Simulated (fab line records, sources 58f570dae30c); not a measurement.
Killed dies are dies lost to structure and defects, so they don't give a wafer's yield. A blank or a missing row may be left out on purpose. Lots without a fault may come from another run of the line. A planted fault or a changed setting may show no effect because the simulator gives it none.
A struck lot beside a sound one | flow berkeley_cmos170 | 43 steps out of a route of 331
Sound: wafers L536.2, L536.3, L536.4. Struck: wafers L539.3, L539.5, L539.6. The cause comes at the end.
At each step with rows: each side's tool, then ch and its chambers, then its first start. Under that, the readings that differ: sound wafers | struck wafers | difference of the means | sigmas: that difference in standard deviations of wafers without a fault.
alike: readings whose means differ by less than 2 such deviations, and words and numbers that are the same on both sides. not compared: withheld readings, readings that some wafer has no value for, bounds like >300 that may hide the same value, and numbers for which the record gives no deviation and whose values overlap.
The two part at a step that has a row with sigmas, a row that says differs or no value, or rows on one side only. Numbers that don't overlap but have no deviation are shown without sigmas and don't part them. A reading that every wafer of one side lacks parts them only if that side has two wafers or more.

first, 3 steps without rows for these wafers: UCB170_PVT_EXPOSE_03 (exposes mask NWELL, target cd 3000 nm); UCB170_PVT_PEB_04; UCB170_PVT_DEVELOP_05 (develop time 45 s).
UCB170_PVT_OVL_MEAS_06:
  sound on overlay-01, day 6 07:44; struck on overlay-01, day 6 20:59
  alike: PVT_OVL
then, 1 step without rows for these wafers: UCB170_PVT_IMPLANT_07.
UCB170_PVT_STRIP_08: strips in O2.
  sound on plasma_asher-01 ch 0,1, day 6 07:55; struck on plasma_asher-01 ch 0,1, day 6 21:11
  alike: drypump_motor_current_A, oes_product_au, strip_time_to_endpoint_s
  not compared: rf_hours_counter_h
UCB170_PVT_TW_MEAS_09:
  sound on film_metro-03, day 6 08:02; struck on film_metro-04, day 6 21:17
  alike: PVT_TW
then, 1 step without rows for these wafers: UCB170_GATE_WET_ETCH_00 (etches SiO2 in dHF, time 200 s).
UCB170_FIELD_THK_MEAS_91:
  sound on film_metro-04, day 6 08:10; struck on film_metro-01, day 6 21:25
  alike: FIELD_OXIDE_LEFT_2_THK
then, 1 step without rows for these wafers: UCB170_GATE_OXIDATION_01 (target thk 6.6 nm, ox time 1800 s).
UCB170_GATE_THK_MEAS_02:
  sound on film_metro-02, day 6 11:47; struck on film_metro-04, day 7 02:14
  alike: GATE_OXIDE_THK
then, 1 step without rows for these wafers: UCB170_GATE_ANNEAL_03 (time 1800 s).
UCB170_GATE_CVD_04: deposits poly-Si from SiH4, time 1440 s, target thk 214 nm.
  sound on lpcvd-02 ch 1, day 6 18:43; struck on lpcvd-02 ch 1, day 7 06:11
  reading                                  | sound                | struck               | difference | sigmas
  spike_tc_centre_C (C)                    | 614.6 613.2 613.0    | 601.6 602.6 603.4    | -11.1      | -7
  spike_tc_load_C (C)                      | 634.4 635.4 633.2    | 620.5 621.3 622.1    | -13.0      | -6
  spike_tc_source_C (C)                    | 628.9 629.2 628.6    | 615.7 617.1 616.0    | -12.6      | -10
  susceptor_temp_C (C)                     | 610.06 610.05 609.62 | 598.16 597.47 597.42 | -12.23     | -45
  model.poly-Si_of_GATE_CVD_04.thk_nm (nm) | 215.9 214.8 214.1    | 160.5 160.5 161.5    | -54.1      |
UCB170_GATE_THK_MEAS_05:
  sound on film_metro-04, day 6 20:08; struck on film_metro-01, day 7 07:50
  reading            | sound             | struck            | difference | sigmas
  GATE_POLY_THK (nm) | 215.8 214.7 214.0 | 160.5 160.6 161.5 | -54.0      | -30
  not compared: hold
then, 5 steps without rows for these wafers: UCB170_GATE_COAT_07 (resist thk 900 nm); UCB170_GATE_SOFTBAKE_08 (time 60 s); UCB170_GATE_EXPOSE_09 (exposes mask POLY, target cd 350 nm); UCB170_GATE_PEB_10; UCB170_GATE_DEVELOP_11 (develop time 45 s).
UCB170_GATE_CD_MEAS_12: target cd 350 nm.
  sound on cd_sem-01, day 6 22:02; struck on cd_sem-02, day 7 12:21
  reading    | sound             | struck            | difference | sigmas
  cd_nm (nm) | 353.8 353.5 354.2 | 350.0 350.5 349.5 | -3.8       | -2
UCB170_GATE_OVL_MEAS_13:
  sound on overlay-01, day 6 22:09; struck on overlay-02, day 7 12:28
  reading       | sound | struck   | difference | sigmas
  GATE_OVL (nm) | 9 8 6 | 0 -11 -5 | -13        | -3
UCB170_GATE_ETCH_14: etches BARC in N2/H2.
  sound on rie_diel-02 ch 0,2,3, day 6 22:11; struck on rie_diel-01 ch 0,2,3, day 7 12:29
  alike: bias_w, drypump_motor_current_A, oes_product_au, throttle_valve_pct
UCB170_GATE_ETCH_15: etches poly-Si in HBr/Cl2, stops on SiO2, time 56.3 s, target depth 278.2 nm.
  sound on rie_si-02 ch 1,2, day 6 22:13; struck on rie_si-01 ch 0,1,3, day 7 12:32
  reading                          | sound             | struck            | difference | sigmas
  oes_product_au (a.u.)            | 0.842 0.820 0.836 | 0.696 0.704 0.701 | -0.132     | -12
  model.GATE.feature_depth_nm (nm) | 215.9 214.9 214.1 | 160.5 160.6 161.5 | -54.1      |
  model.etch.depth_nm (nm)         | 215.9 214.8 214.1 | 160.5 160.5 161.5 | -54.1      |
  alike: bias_w, drypump_motor_current_A, throttle_valve_pct
  not compared: rf_hours_counter_h
UCB170_GATE_STRIP_16: strips in O2.
  sound on plasma_asher-01 ch 0,1, day 6 22:16; struck on plasma_asher-03 ch 0,1, day 7 12:44
  alike: drypump_motor_current_A, oes_product_au
  not compared: rf_hours_counter_h
UCB170_GATE_CD_MEAS_90: target cd 350 nm.
  sound on cd_sem-02, day 6 22:23; struck on cd_sem-02, day 7 13:02
  reading    | sound             | struck            | difference | sigmas
  cd_nm (nm) | 354.6 354.3 353.7 | 349.3 350.7 349.3 | -4.4       | -3
then, 7 steps without rows for these wafers: UCB170_GATE_CLEAN_17 (cleans in SPM, time 600 s); UCB170_PLDD_HMDS_00 (prime time 60 s); UCB170_PLDD_COAT_01 (resist thk 900 nm); UCB170_PLDD_SOFTBAKE_02 (time 60 s); UCB170_PLDD_EXPOSE_03 (exposes mask PSELECT, target cd 1200 nm); UCB170_PLDD_PEB_04; UCB170_PLDD_DEVELOP_05 (develop time 45 s).
UCB170_PLDD_CD_MEAS_06: target cd 1200 nm.
  sound on cd_sem-02, day 7 01:20; struck on cd_sem-02, day 7 14:37
  alike: cd_nm
UCB170_PLDD_OVL_MEAS_07:
  sound on overlay-01, day 7 01:27; struck on overlay-01, day 7 15:02
  alike: PLDD_OVL
then, 2 steps without rows for these wafers: UCB170_PLDD_IMPLANT_08; UCB170_PLDD_IMPLANT_09.
UCB170_PLDD_STRIP_10: strips in O2.
  sound on plasma_asher-02 ch 0,1, day 7 01:47; struck on plasma_asher-02 ch 0,1, day 7 15:28
  alike: drypump_motor_current_A, oes_product_au, strip_time_to_endpoint_s
  not compared: rf_hours_counter_h
UCB170_PLDD_TW_MEAS_11:
  sound on film_metro-02, day 7 01:53; struck on film_metro-02, day 7 15:32
  alike: PLDD_TW
then, 3 steps without rows for these wafers: UCB170_PLDD_CLEAN_12 (cleans in SPM, time 600 s); UCB170_NLDD_HMDS_00 (prime time 60 s); UCB170_NLDD_COAT_01 (resist thk 900 nm).
UCB170_SILICIDE_PRE_CLEAN_00: preclean etch time 60 s.
  sound on pvd_sputter-03, day 7 18:23; struck on pvd_sputter-03, day 8 01:55
  reading                                  | sound           | struck            | difference | sigmas
  model.poly-Si_of_GATE_CVD_04.thk_nm (nm) | 208.9 208 207.2 | 153.7 153.7 154.7 | -54.0      |
UCB170_M3_PROBE_99:
  the record has rows for the struck wafers here (prober-02, day 8 21:08) and none for the sound ones

WHERE THEY PART
First at UCB170_GATE_CVD_04; last, within this record, at UCB170_M3_PROBE_99.

WHY: what the simulator had put in
Process parameter drift: lpcvd-02, from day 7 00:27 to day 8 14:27, at UCB170_GATE_CVD_04. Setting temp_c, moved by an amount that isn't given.
